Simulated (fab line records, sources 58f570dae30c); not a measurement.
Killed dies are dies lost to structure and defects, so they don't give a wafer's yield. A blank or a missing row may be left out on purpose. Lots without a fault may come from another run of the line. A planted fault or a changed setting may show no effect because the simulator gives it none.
fab line records | flow berkeley_cmos170
record lots=14 wafers=42 last_day=12
route steps=331 shown NSD@195
lots that met no fault: from a run of the same line without faults
start_h: hours from the record's first day to the start of the lot's first wafer shown | wait_h: hours since the lot's step before | " the same as in the row above | L1.1+2: a row that stands for several wafers | - no value, or no start given | * or withheld: withheld | < > ~ a bound
route shown NAME@n: a module of which the file shows steps, and the number in the route of the first | usual: mean/standard deviation of fault-free wafers | same: alike in all rows | chamber/n: place in a boat | sites: the reading at each site | _std_site: their standard deviation | _edge_site: outer sites' mean less inner sites' | radius_mm: how far each site lies from the wafer's centre | mask NAME#n: copy n | behind: the tool/chamber that last shaped the wafer | hold: why the lot was held/for how many hours/how that ended | device: the transistor (n, p or np) that didn't switch | end of line: the same wafers' tests at the end of the route | a step without rows: its recipe alone | killed: dies lost to structure and defects at the first sort, not the wafer's yield | map: a wafer's dies, x killed, . not, _ none there
set.NAME: the setting as run; set.NAME@STEP: as run at that earlier step | model.NAME: the simulator's own value behind a step, which no gauge read
steps of the route over a sample of lots; a table a step, a row a wafer
services: from which hour (start_h, from the record's first day; less than 0 if before it) a tool's chamber was out of use, for how many hours, and why
## steps
# step UCB170_NSD_IMPLANT_08
# recipe species=P dose_cm2=3e+15 energy_kev=40 tilt_deg=7
# usual beam_energy_keV=39.999/0.014 beam_on_s=10.00/0.2
# columns lot.wafer tool chamber start_h wait_h beam_energy_keV beam_on_s
L763.2 implanter-02 0 128.87 0.0 39.991 9.91
L763.4 " 0 " " 39.987 9.65
L763.5 " 0 " " 39.995 10.01
L764.4 implanter-02 0 129.80 0.1 40.002 10.28
L764.5 " 0 " " 40.022 9.69
L764.6 " 0 " " 39.990 9.86
L767.2 implanter-02 0 146.11 0.0 40.001 9.94
L767.5 " 0 " " 39.990 9.96
L767.6 " 0 " " 40.007 9.81
L766.1 implanter-03 0 146.21 0.0 39.987 10.23
L766.4 " 0 " " 40.012 10.07
L766.6 " 0 " " 40.000 10.00
L765.1 implanter-04 0 146.45 0.0 40.021 10.21
L765.2 " 0 " " 40.020 10.23
L765.6 " 0 " " 40.017 10.18
L768.1 implanter-04 0 159.82 0.0 39.980 9.95
L768.2 " 0 " " 40.012 9.92
L768.6 " 0 " " 39.985 9.52
L772.2 implanter-03 0 185.57 0.0 39.972 10.07
L772.3 " 0 " " 39.999 10.09
L772.6 " 0 " " 40.010 10.18
L773.1 implanter-02 0 185.77 0.0 45.182 10.01
L773.3 " 0 " " 45.214 10.24
L773.6 " 0 " " 45.201 10.07
L777.1 implanter-03 0 206.18 0.0 39.994 10.13
L777.4 " 0 " " 40.007 9.89
L777.6 " 0 " " 39.993 10.02
L776.1 implanter-02 0 206.57 0.0 45.194 9.89
L776.4 " 0 " " 45.173 10.27
L776.5 " 0 " " 45.183 9.80
L782.1 implanter-04 0 229.23 0.0 39.993 9.96
L782.3 " 0 " " 40.002 9.96
L782.5 " 0 " " 39.990 10.30
L783.1 implanter-03 0 244.39 0.0 40.012 10.16
L783.2 " 0 " " 39.997 10.07
L783.5 " 0 " " 40.015 9.95
L784.2 implanter-03 0 248.49 0.0 39.986 10.09
L784.3 " 0 " " 39.983 9.90
L784.6 " 0 " " 40.002 9.73
L785.3 implanter-03 0 249.64 0.1 39.977 9.73
L785.4 " 0 " " 40.000 9.77
L785.5 " 0 " " 39.993 10.20
# step UCB170_NSD_STRIP_09
# recipe chemistry=O2 power_w=400 pressure_mtorr=3500 platen_temp_c=withheld o2_flow_sccm=400 overash_fraction=0.5
# usual drypump_motor_current_A=5.9/0.42 oes_product_au=0.534/0.0045 strip_time_to_endpoint_s=35.81/0.099
# columns lot.wafer tool chamber start_h wait_h drypump_motor_current_A oes_product_au rf_hours_counter_h strip_time_to_endpoint_s
L763.2 plasma_asher-04 0 129.00 0.1 6.2 0.534 1 35.72
L763.4 " 0 " " 6.3 0.535 - 35.69
L763.5 " 0 " " 6.3 0.538 - 35.64
L764.4 plasma_asher-03 0 129.91 0.1 6.0 0.542 - 35.82
L764.5 " 1 " " 5.5 0.527 - 35.79
L764.6 " 0 " " 6.0 0.535 - 35.77
L767.2 plasma_asher-04 1 146.24 0.1 5.3 0.536 3 35.69
L767.5 " 1 " " 5.3 0.537 - 35.69
L767.6 " 0 " " 6.3 0.529 - 35.71
L766.1 plasma_asher-03 0 146.36 0.1 6.0 0.534 45 36.00
L766.4 " 1 " " 5.5 0.532 - 35.91
L766.6 " 1 " " 5.5 0.528 - 35.99
L765.1 plasma_asher-02 0 146.60 0.1 5.8 0.530 34 35.83
L765.2 " 1 " " 6.6 0.529 34 35.86
L765.6 " 0 " " 5.8 0.553 - 35.83
L768.1 plasma_asher-03 0 159.97 0.1 6.0 0.539 47 35.94
L768.2 " 1 " " 5.5 0.539 47 35.93
L768.6 " 0 " " 6.0 0.538 - 35.90
L772.2 plasma_asher-02 0 185.69 0.1 5.8 0.541 38 35.65
L772.3 " 0 " " 5.8 0.539 - 35.81
L772.6 " 1 " " 6.5 0.537 - 35.76
L773.1 plasma_asher-03 1 185.92 0.1 5.5 0.515 49 37.67
L773.3 " 0 " " 6.0 0.515 - 37.75
L773.6 " 1 " " 5.5 0.518 - 37.78
L777.1 plasma_asher-04 0 206.33 0.1 6.3 0.534 9 35.86
L777.4 " 0 " " 6.3 0.535 - 35.88
L777.6 " 0 " " 6.3 0.529 - 35.86
L776.1 plasma_asher-04 1 206.72 0.1 5.3 0.517 9 37.68
L776.4 " 0 " " 6.3 0.531 - 37.73
L776.5 " 0 " " 6.3 0.512 - 37.82
L782.1 plasma_asher-04 1 229.38 0.1 5.3 0.531 12 35.86
L782.3 " 1 " " 5.3 0.535 - 35.78
L782.5 " 1 " " 5.3 0.529 - 35.71
L783.1 plasma_asher-03 1 244.54 0.1 5.5 0.531 55 35.68
L783.2 " 0 " " 6.0 0.531 55 35.70
L783.5 " 0 " " 6.0 0.534 - 35.75
L784.2 plasma_asher-04 0 248.61 0.1 6.3 0.527 14 35.71
L784.3 " 1 " " 5.3 0.535 - 35.70
L784.6 " 1 " " 5.3 0.540 - 35.74
L785.3 plasma_asher-04 1 249.78 0.1 5.3 0.536 - 35.76
L785.4 " 0 " " 6.3 0.536 - 35.74
L785.5 " 1 " " 5.3 0.535 - 35.69
# step UCB170_NSD_TW_MEAS_10
# usual NSD_TW=4241/73
# columns lot.wafer tool chamber start_h wait_h NSD_TW
L763.2 film_metro-01 - 129.11 0.1 4178
L763.4 " - " " 4186
L763.5 " - " " 4172
L764.4 film_metro-01 - 130.01 0.1 4161
L764.5 " - " " 4142
L764.6 " - " " 4151
L767.2 film_metro-02 - 146.35 0.1 4355
L767.5 " - " " 4338
L767.6 " - " " 4322
L766.1 film_metro-03 - 146.46 0.1 4210
L766.4 " - " " 4193
L766.6 " - " " 4196
L765.1 film_metro-01 - 146.70 0.1 4154
L765.2 " - " " 4151
L765.6 " - " " 4139
L768.1 film_metro-02 - 160.07 0.1 4307
L768.2 " - " " 4327
L768.6 " - " " 4311
L772.2 film_metro-03 - 185.80 0.1 4235
L772.3 " - " " 4234
L772.6 " - " " 4243
L773.1 film_metro-02 - 186.02 0.1 4444
L773.3 " - " " 4456
L773.6 " - " " 4488
L777.1 film_metro-03 - 206.43 0.1 4214
L777.4 " - " " 4215
L777.6 " - " " 4232
L776.1 film_metro-02 - 206.82 0.1 4515
L776.4 " - " " 4472
L776.5 " - " " 4492
L782.1 film_metro-03 - 229.48 0.1 4237
L782.3 " - " " 4254
L782.5 " - " " 4237
L783.1 film_metro-02 - 244.64 0.1 4357
L783.2 " - " " 4350
L783.5 " - " " 4363
L784.2 film_metro-03 - 248.72 0.1 4181
L784.3 " - " " 4220
L784.6 " - " " 4206
L785.3 film_metro-02 - 249.86 0.1 4358
L785.4 " - " " 4343
L785.5 " - " " 4341
# step UCB170_SDANNEAL_RS_MEAS_03
# recipe thk_meas_gauge=four-point-probe
# usual NSD_RS=37.27/0.09
# columns lot.wafer tool chamber start_h wait_h NSD_RS[ohm/sq]
L763.2 film_metro-02 - 130.32 0.1 37.35
L763.4 " - " " 37.25
L763.5 " - " " 37.35
L764.4 film_metro-01 - 131.27 0.1 37.37
L764.5 " - " " 37.38
L764.6 " - " " 37.35
L767.2 film_metro-02 - 147.58 0.1 37.33
L767.5 " - " " 37.16
L767.6 " - " " 37.32
L766.1 film_metro-03 - 147.83 0.1 37.13
L766.4 " - " " 37.21
L766.6 " - " " 37.18
L765.1 film_metro-01 - 147.96 0.1 37.20
L765.2 " - " " 37.17
L765.6 " - " " 37.33
L768.1 film_metro-01 - 161.28 0.1 37.30
L768.2 " - " " 37.40
L768.6 " - " " 37.30
L772.2 film_metro-01 - 189.74 0.1 37.30
L772.3 " - " " 37.17
L772.6 " - " " 37.14
L773.1 film_metro-02 - 190.51 0.1 36.01
L773.3 " - " " 35.77
L773.6 " - " " 35.73
L777.1 film_metro-02 - 207.63 0.1 37.30
L777.4 " - " " 37.24
L777.6 " - " " 37.27
L776.1 film_metro-02 - 208.28 0.1 35.90
L776.4 " - " " 35.85
L776.5 " - " " 35.70
L782.1 film_metro-03 - 231.61 0.1 37.24
L782.3 " - " " 37.13
L782.5 " - " " 37.29
L783.1 film_metro-02 - 245.94 0.1 37.42
L783.2 " - " " 37.39
L783.5 " - " " 37.34
L784.2 film_metro-03 - 250.01 0.1 37.29
L784.3 " - " " 37.16
L784.6 " - " " 37.22
L785.3 film_metro-01 - 251.13 0.1 37.41
L785.4 " - " " 37.26
L785.5 " - " " 37.40
## services
# columns tool chamber start_h hours kind
plasma_asher-04 - 108.75 9.0 pm
plasma_asher-04 0 108.75 9.0 vent_cycle
plasma_asher-04 1 108.75 9.0 vent_cycle
plasma_asher-04 0 117.75 - clean
plasma_asher-04 1 117.75 - clean
implanter-03 - 200.97 3.1 repair
plasma_asher-02 - 206.09 1.5 repair
implanter-03 - 232.48 2.5 repair
plasma_asher-02 - 242.49 5.4 repair
## key
first_sign step=UCB170_NSD_IMPLANT_08 reading=beam_energy_keV direction=up sigmas=99+ usual=39.999 struck=45.191
effect step=UCB170_NSD_STRIP_09 reading=strip_time_to_endpoint_s direction=up sigmas=19 usual=* struck=*
effect step=UCB170_NSD_TW_MEAS_10 reading=NSD_TW direction=up sigmas=3.3 usual=4241 struck=4478
effect step=UCB170_SDANNEAL_RS_MEAS_03 reading=NSD_RS direction=down sigmas=16 usual=37.27 struck=35.83
met_at UCB170_NSD_IMPLANT_08
struck_lots L773,L776
tester_left_out L773,L776
onset_between 146.11 185.77
fault kind=process_parameter_drift tool=implanter-02 chamber=- onset_h=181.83 steps=UCB170_NSD_IMPLANT_08 channel=energy_kev offset=5.2 shape=step end_h=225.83 acts_in=these_recipes_only stated=40
# tester_left_out: of these lots the tester's yield and bins aren't shown, on N5 and GAA mostly nor the transistor test; their killed dies are dies lost to structure and defects alone, not to doping, threshold or leakage, so they don't give the yield
